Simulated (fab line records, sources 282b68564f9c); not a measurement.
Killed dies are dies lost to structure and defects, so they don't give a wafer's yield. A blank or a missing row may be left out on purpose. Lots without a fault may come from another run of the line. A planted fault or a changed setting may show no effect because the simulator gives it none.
fab line records | flow rit_cmos
record lots=14 wafers=42 last_day=7
route steps=202 shown SILICIDE@162
lots that met no fault: from a run of the same line without faults
start_h: hours from the record's first day to the start of the lot's first wafer shown | wait_h: hours since the lot's step before | " the same as in the row above | L1.1+2: a row that stands for several wafers | - no value, or no start given | * or withheld: withheld | < > ~ a bound
route shown NAME@n: a module of which the file shows steps, and the number in the route of the first | usual: mean/standard deviation of fault-free wafers | same: alike in all rows | chamber/n: place in a boat | sites: the reading at each site | _std_site: their standard deviation | _edge_site: outer sites' mean less inner sites' | radius_mm: how far each site lies from the wafer's centre | mask NAME#n: copy n | behind: the tool/chamber that last shaped the wafer | hold: why the lot was held/for how many hours/how that ended | device: the transistor (n, p or np) that didn't switch | end of line: the same wafers' tests at the end of the route | a step without rows: its recipe alone | killed: dies lost to structure and defects at the first sort, not the wafer's yield | map: a wafer's dies, x killed, . not, _ none there
set.NAME: the setting as run; set.NAME@STEP: as run at that earlier step | model.NAME: the simulator's own value behind a step, which no gauge read
steps of the route over a sample of lots; a table a step, a row a wafer
services: from which hour (start_h, from the record's first day; less than 0 if before it) a tool's chamber was out of use, for how many hours, and why
## steps
# step RIT_SILICIDE_SPUTTER_01
# recipe material=Ti target_thk_nm=30 power_w=350 chamber_pressure_pa=0.667 gas=Ar time_s=240 substrate_temp_c=25
# usual throttle_valve_pct=30.3/1.2
# columns lot.wafer tool chamber start_h wait_h throttle_valve_pct
L742.2 pvd_sputter-03 - 50.19 0.0 28.8
L742.3 " - " " 29.9
L742.4 " - " " 31.1
L745.1 pvd_sputter-04 - 64.71 0.0 29.7
L745.2 " - " " 31.8
L745.3 " - " " 28.2
L746.1 pvd_sputter-03 - 70.00 0.0 31.9
L746.3 " - " " 29.7
L746.4 " - " " 29.1
L747.1 pvd_sputter-02 - 79.98 0.0 31.4
L747.2 " - " " 31.1
L747.3 " - " " 28.3
L749.1 pvd_sputter-03 - 85.30 0.0 31.2
L749.2 " - " " 28.9
L749.3 " - " " 31.6
L750.1 pvd_sputter-02 - 92.19 0.0 30.4
L750.5 " - " " 30.0
L750.6 " - " " 31.2
L751.2 pvd_sputter-03 - 94.26 0.0 29.2
L751.4 " - " " 31.5
L751.6 " - " " 29.8
L753.2 pvd_sputter-03 - 105.49 0.0 31.3
L753.3 " - " " 30.0
L753.4 " - " " 28.9
L755.1 pvd_sputter-03 - 120.00 0.0 31.2
L755.4 " - " " 30.0
L755.6 " - " " 31.2
L756.1 pvd_sputter-02 - 125.67 0.0 29.8
L756.4 " - " " 28.2
L756.5 " - " " 31.5
L757.2 pvd_sputter-03 - 126.89 0.0 31.6
L757.3 " - " " 29.8
L757.5 " - " " 30.0
L761.1 pvd_sputter-03 - 147.76 0.0 31.1
L761.2 " - " " 29.9
L761.6 " - " " 31.6
L763.3 pvd_sputter-03 - 157.14 0.0 29.1
L763.5 " - " " 31.7
L763.6 " - " " 29.9
L764.1 pvd_sputter-02 - 160.38 0.0 28.3
L764.2 " - " " 31.3
L764.6 " - " " 31.2
# step RIT_SILICIDE_RS_MEAS_02
# recipe thk_meas_gauge=four-point-probe reads=Ti_of_SILICIDE_SPUTTER_01
# usual SILICIDE_TI_RS=48.0/0.79
# columns lot.wafer tool chamber start_h wait_h SILICIDE_TI_RS[ohm/sq]
L742.2 film_metro-04 - 50.36 0.1 48.2
L742.3 " - " " 46.8
L742.4 " - " " 47.6
L745.1 film_metro-02 - 64.86 0.1 47.4
L745.2 " - " " 47.2
L745.3 " - " " 48.8
L746.1 film_metro-04 - 70.15 0.1 49.3
L746.3 " - " " 48.6
L746.4 " - " " 49.6
L747.1 film_metro-01 - 80.13 0.1 47.8
L747.2 " - " " 47.3
L747.3 " - " " 46.9
L749.1 film_metro-04 - 85.45 0.1 48.6
L749.2 " - " " 49.3
L749.3 " - " " 48.7
L750.1 film_metro-01 - 92.34 0.1 47.8
L750.5 " - " " 47.9
L750.6 " - " " 47.5
L751.2 film_metro-01 - 94.43 0.1 47.4
L751.4 " - " " 46.7
L751.6 " - " " 46.3
L753.2 film_metro-02 - 105.66 0.1 48.9
L753.3 " - " " 48.2
L753.4 " - " " 49.0
L755.1 film_metro-02 - 120.15 0.1 47.4
L755.4 " - " " 46.9
L755.6 " - " " 47.8
L756.1 film_metro-04 - 125.82 0.1 48.0
L756.4 " - " " 48.3
L756.5 " - " " 47.8
L757.2 film_metro-02 - 127.06 0.1 48.0
L757.3 " - " " 47.3
L757.5 " - " " 47.0
L761.1 film_metro-02 - 147.91 0.1 44.9
L761.2 " - " " 44.3
L761.6 " - " " 44.3
L763.3 film_metro-01 - 157.33 0.1 45.0
L763.5 " - " " 44.9
L763.6 " - " " 44.7
L764.1 film_metro-04 - 160.53 0.1 47.9
L764.2 " - " " 48.3
L764.6 " - " " 48.4
# step RIT_SILICIDE_THK_MEAS_03
# recipe thk_meas_gauge=xrf reads=Ti_of_SILICIDE_SPUTTER_01
# usual SILICIDE_TI_THK=30.3/0.46
# columns lot.wafer tool chamber start_h wait_h SILICIDE_TI_THK[nm]
L742.2 film_metro-04 - 50.47 0.1 30.4
L742.3 " - " " 31.0
L742.4 " - " " 30.5
L745.1 film_metro-02 - 64.98 0.1 30.4
L745.2 " - " " 30.5
L745.3 " - " " 29.6
L746.1 film_metro-04 - 70.27 0.1 29.7
L746.3 " - " " 30.0
L746.4 " - " " 29.5
L747.1 film_metro-01 - 80.25 0.1 30.4
L747.2 " - " " 30.5
L747.3 " - " " 31.0
L749.1 film_metro-04 - 85.57 0.1 30.2
L749.2 " - " " 29.9
L749.3 " - " " 30.2
L750.1 film_metro-01 - 92.46 0.1 30.4
L750.5 " - " " 30.5
L750.6 " - " " 30.7
L751.2 film_metro-01 - 94.54 0.1 30.6
L751.4 " - " " 31.1
L751.6 " - " " 31.2
L753.2 film_metro-02 - 105.77 0.1 29.6
L753.3 " - " " 29.8
L753.4 " - " " 29.5
L755.1 film_metro-02 - 120.27 0.1 30.5
L755.4 " - " " 30.7
L755.6 " - " " 30.2
L756.1 film_metro-04 - 125.94 0.1 30.2
L756.4 " - " " 30.2
L756.5 " - " " 30.3
L757.2 film_metro-02 - 127.17 0.1 30.0
L757.3 " - " " 30.3
L757.5 " - " " 30.6
L761.1 film_metro-02 - 148.03 0.1 31.8
L761.2 " - " " 32.3
L761.6 " - " " 32.1
L763.3 film_metro-01 - 157.43 0.1 31.9
L763.5 " - " " 31.9
L763.6 " - " " 32.1
L764.1 film_metro-04 - 160.65 0.1 30.3
L764.2 " - " " 30.0
L764.6 " - " " 30.1
## services
# columns tool chamber start_h hours kind
pvd_sputter-04 - 44.47 1.4 repair
pvd_sputter-03 - 65.98 1.8 repair
pvd_sputter-04 - 80.48 7.6 repair
pvd_sputter-04 - 146.64 2.8 repair
## key
first_sign step=RIT_SILICIDE_RS_MEAS_02 reading=SILICIDE_TI_RS direction=down sigmas=4.2 usual=48.0 struck=44.7
effect step=RIT_SILICIDE_THK_MEAS_03 reading=SILICIDE_TI_THK direction=up sigmas=3.7 usual=30.3 struck=32.0
met_at RIT_SILICIDE_SPUTTER_01
struck_lots L761,L763
tester_left_out L761,L763
onset_between 126.89 147.76
fault kind=process_parameter_drift tool=pvd_sputter-03 chamber=- onset_h=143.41 steps=RIT_SILICIDE_SPUTTER_01 channel=time_s offset=* shape=step end_h=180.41 stated=*
# tester_left_out: of these lots the tester's yield and bins aren't shown, on N5 and GAA mostly nor the transistor test; their killed dies are dies lost to structure and defects alone, not to doping, threshold or leakage, so they don't give the yield
